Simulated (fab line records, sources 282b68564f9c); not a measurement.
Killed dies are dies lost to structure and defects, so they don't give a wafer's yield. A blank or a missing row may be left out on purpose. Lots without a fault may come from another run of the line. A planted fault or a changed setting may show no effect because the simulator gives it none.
fab line records | flow rit_cmos
record lots=14 wafers=42 last_day=8
route steps=202 shown CONTACT@168 M1@202
lots that met no fault: from a run of the same line without faults
start_h: hours from the record's first day to the start of the lot's first wafer shown | wait_h: hours since the lot's step before | " the same as in the row above | L1.1+2: a row that stands for several wafers | - no value, or no start given | * or withheld: withheld | < > ~ a bound
route shown NAME@n: a module of which the file shows steps, and the number in the route of the first | usual: mean/standard deviation of fault-free wafers | same: alike in all rows | chamber/n: place in a boat | sites: the reading at each site | _std_site: their standard deviation | _edge_site: outer sites' mean less inner sites' | radius_mm: how far each site lies from the wafer's centre | mask NAME#n: copy n | behind: the tool/chamber that last shaped the wafer | hold: why the lot was held/for how many hours/how that ended | device: the transistor (n, p or np) that didn't switch | end of line: the same wafers' tests at the end of the route | a step without rows: its recipe alone | killed: dies lost to structure and defects at the first sort, not the wafer's yield | map: a wafer's dies, x killed, . not, _ none there
set.NAME: the setting as run; set.NAME@STEP: as run at that earlier step | model.NAME: the simulator's own value behind a step, which no gauge read
steps of the route over a sample of lots; a table a step, a row a wafer
services: from which hour (start_h, from the record's first day; less than 0 if before it) a tool's chamber was out of use, for how many hours, and why
## steps
# step RIT_CONTACT_CVD_00
# recipe material=SiO2 target_thk_nm=400 precursor=TEOS temp_c=390 time_s=61 rf_w=400
# usual heater_power_w=325/52
# columns lot.wafer tool chamber start_h wait_h heater_power_w since_wet_clean_h
L753.4 pecvd-02 2 69.87 0.0 381 -
L753.5 " 0 " " 258 -
L753.6 " 1 " " 353 -
L754.3 pecvd-04 1 70.17 0.0 439 625
L754.4 " 0 " " 360 -
L754.5 " 2 " " 330 -
L755.1 pecvd-03 2 79.36 0.1 286 1416
L755.2 " 1 " " 333 1416
L755.5 " 0 " " 347 -
L756.2 pecvd-02 2 84.19 0.0 348 235
L756.4 " 0 " " 287 -
L756.6 " 2 " " 372 -
L758.3 pecvd-03 0 94.35 0.0 349 1431
L758.4 " 0 " " 352 -
L758.5 " 1 " " 359 -
L759.1 pecvd-02 0 98.64 0.1 281 249
L759.3 " 1 " " 355 249
L759.4 " 1 " " 355 -
L762.3 pecvd-02 0 112.77 0.1 231 -
L762.4 " 2 " " 334 -
L762.5 " 2 " " 366 -
L766.1 pecvd-02 0 126.30 0.1 237 277
L766.4 " 2 " " 369 -
L766.6 " 1 " " 349 -
L767.4 pecvd-03 0 134.37 0.0 257 -
L767.5 " 2 " " 256 -
L767.6 " 1 " " 390 -
L769.1 pecvd-04 2 143.41 0.1 291 699
L769.2 " 0 " " 372 699
L769.6 " 2 " " 297 -
L770.1 pecvd-03 2 145.07 0.1 281 1481
L770.2 " 0 " " 324 1481
L770.6 " 0 " " 342 -
L772.1 pecvd-04 2 157.01 0.1 333 712
L772.3 " 1 " " 367 712
L772.6 " 1 " " 386 -
L774.1 pecvd-03 0 174.38 0.1 342 1511
L774.2 " 2 " " 288 1511
L774.4 " 0 " " 348 -
L775.1 pecvd-04 1 175.44 0.1 412 731
L775.2 " 0 " " 336 731
L775.3 " 2 " " 270 731
# step RIT_CONTACT_THK_MEAS_01
# recipe reads=SiO2_of_CONTACT_CVD_00
# usual CONTACT_TEOS_THK=399/4.8
# columns lot.wafer tool chamber start_h wait_h hold CONTACT_TEOS_THK[nm]
L753.4 film_metro-03 - 69.93 0.0 - 399
L753.5 " - " " - 397
L753.6 " - " " - 399
L754.3 film_metro-02 - 70.24 0.0 - 391
L754.4 " - " " - 394
L754.5 " - " " - 399
L755.1 film_metro-02 - 79.41 0.0 - 398
L755.2 " - " " - 401
L755.5 " - " " - 405
L756.2 film_metro-01 - 84.25 0.0 - 402
L756.4 " - " " - 406
L756.6 " - " " - 407
L758.3 film_metro-02 - 94.42 0.0 - 396
L758.4 " - " " - 404
L758.5 " - " " - 403
L759.1 film_metro-03 - 98.69 0.0 - 396
L759.3 " - " " - 402
L759.4 " - " " - 403
L762.3 film_metro-03 - 112.84 0.0 await_dispo/0.2h/release 234
L762.4 " - " " await_dispo/0.2h/release 400
L762.5 " - " " await_dispo/0.2h/release 398
L762.3 film_metro-03 - 113.07 0.2 - 234
L762.4 " - " " - 400
L762.5 " - " " - 398
L766.1 film_metro-03 - 126.35 0.0 await_dispo/0.2h/release 228
L766.4 " - " " await_dispo/0.2h/release 396
L766.6 " - " " await_dispo/0.2h/release 397
L766.1 film_metro-03 - 126.58 0.2 - 228
L766.4 " - " " - 396
L766.6 " - " " - 397
L767.4 film_metro-03 - 134.43 0.0 - 407
L767.5 " - " " - 404
L767.6 " - " " - 405
L769.1 film_metro-02 - 143.46 0.0 - 399
L769.2 " - " " - 396
L769.6 " - " " - 397
L770.1 film_metro-03 - 145.12 0.0 - 394
L770.2 " - " " - 396
L770.6 " - " " - 403
L772.1 film_metro-01 - 157.06 0.0 - 397
L772.3 " - " " - 403
L772.6 " - " " - 406
L774.1 film_metro-01 - 174.43 0.0 - 395
L774.2 " - " " - 397
L774.4 " - " " - 397
L775.1 film_metro-02 - 175.49 0.0 - 395
L775.2 " - " " - 399
L775.3 " - " " - 398
# step RIT_M1_PROBE_99
# usual killed_at_M0_to_M3=0.0/0.12 killed_at_contacts=0.0/0.16 killed_at_front_end=7.5/2.8 killed_dies=7.6/2.9 killed_open=3.7/2 killed_short=3.8/2
# same gross_dies=264 killed_at_M4_up=0 killed_at_back_side=0 killed_at_other=0
# columns lot.wafer tool chamber start_h wait_h killed_at_M0_to_M3 killed_at_contacts killed_at_front_end killed_dies killed_open killed_short
L759.1 prober-02 - 105.14 0.1 0 0 5 5 2 3
L759.3 prober-02 - 105.24 0.2 0 0 7 7 6 1
L759.4 prober-02 - 105.29 0.2 0 0 6 6 2 4
L762.3 prober-01 - 122.85 0.2 0 0 9 9 5 4
L762.4 prober-01 - 122.90 0.2 0 0 4 4 3 1
L762.5 prober-01 - 122.95 0.2 0 0 5 5 4 1
L766.1 prober-01 - 140.42 0.1 0 0 9 9 5 4
L766.4 prober-01 - 140.57 0.2 0 0 8 8 4 4
L766.6 prober-01 - 140.67 0.2 0 0 11 11 8 3
# killed by level:class
L759.1 GATE:geometric_particle:short=1 GATE:geometric_particle:open=1 SPACER:geometric_particle:open=1 SPACER:geometric_particle:short=1 SILICIDE:geometric_particle:short=1
L759.3 GATE:geometric_particle:open=3 SPACER:geometric_particle:open=2 FOX1:geometric_particle:short=1 FOX2:geometric_particle:open=1
L759.4 GATE:geometric_particle:short=2 SILICIDE:geometric_particle:short=2 GATE:geometric_particle:open=1 SILICIDE:geometric_particle:open=1
L762.3 GATE:geometric_particle:short=2 REOX:geometric_particle:short=2 REOX:geometric_particle:open=2 SPACER:geometric_particle:open=2 FOX2:geometric_particle:open=1
L762.4 GATE:geometric_particle:open=1 SPACER:geometric_particle:open=1 SILICIDE:geometric_particle:open=1 SILICIDE:geometric_particle:short=1
L762.5 GATE:geometric_particle:open=2 FOX1:geometric_particle:open=1 GATE:geometric_particle:short=1 SILICIDE:geometric_particle:open=1
L766.1 GATE:geometric_particle:short=2 FOX1:geometric_particle:open=1 FOX2:geometric_particle:open=1 FOX2:geometric_particle:short=1 GATE:geometric_particle:open=1 REOX:geometric_particle:open=1 SPACER:geometric_particle:short=1 SILICIDE:geometric_particle:open=1
L766.4 GATE:geometric_particle:open=2 REOX:geometric_particle:open=2 FOX1:geometric_particle:short=1 GATE:geometric_particle:short=1 REOX:geometric_particle:short=1 SPACER:geometric_particle:short=1
L766.6 REOX:geometric_particle:open=4 SPACER:geometric_particle:open=3 REOX:geometric_particle:short=2 FOX1:geometric_particle:open=1 GATE:geometric_particle:short=1
## services
# columns tool chamber start_h hours kind
pecvd-04 1 52.43 3.4 repair
pecvd-03 - 69.56 1.9 repair
pecvd-02 - 77.97 0.8 repair
pecvd-02 1 111.42 8.2 repair
pecvd-03 - 163.08 2.4 repair
## key
first_sign step=RIT_CONTACT_THK_MEAS_01 reading=visit direction=added
effect step=RIT_CONTACT_THK_MEAS_01 reading=CONTACT_TEOS_THK direction=down sigmas=35 usual=399 struck=231
met_at RIT_CONTACT_CVD_00
struck_lots L762,L766
struck_wafers L762.3,L766.1
tester_left_out L762,L766
onset_between 98.64 112.77
fault kind=process_parameter_drift tool=pecvd-02 chamber=0 onset_h=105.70 steps=RIT_CONTACT_CVD_00 channel=target_thk_nm offset=-169.02 shape=step end_h=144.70 stated=400
# tester_left_out: of these lots the tester's yield and bins aren't shown, on N5 and GAA mostly nor the transistor test; their killed dies are dies lost to structure and defects alone, not to doping, threshold or leakage, so they don't give the yield
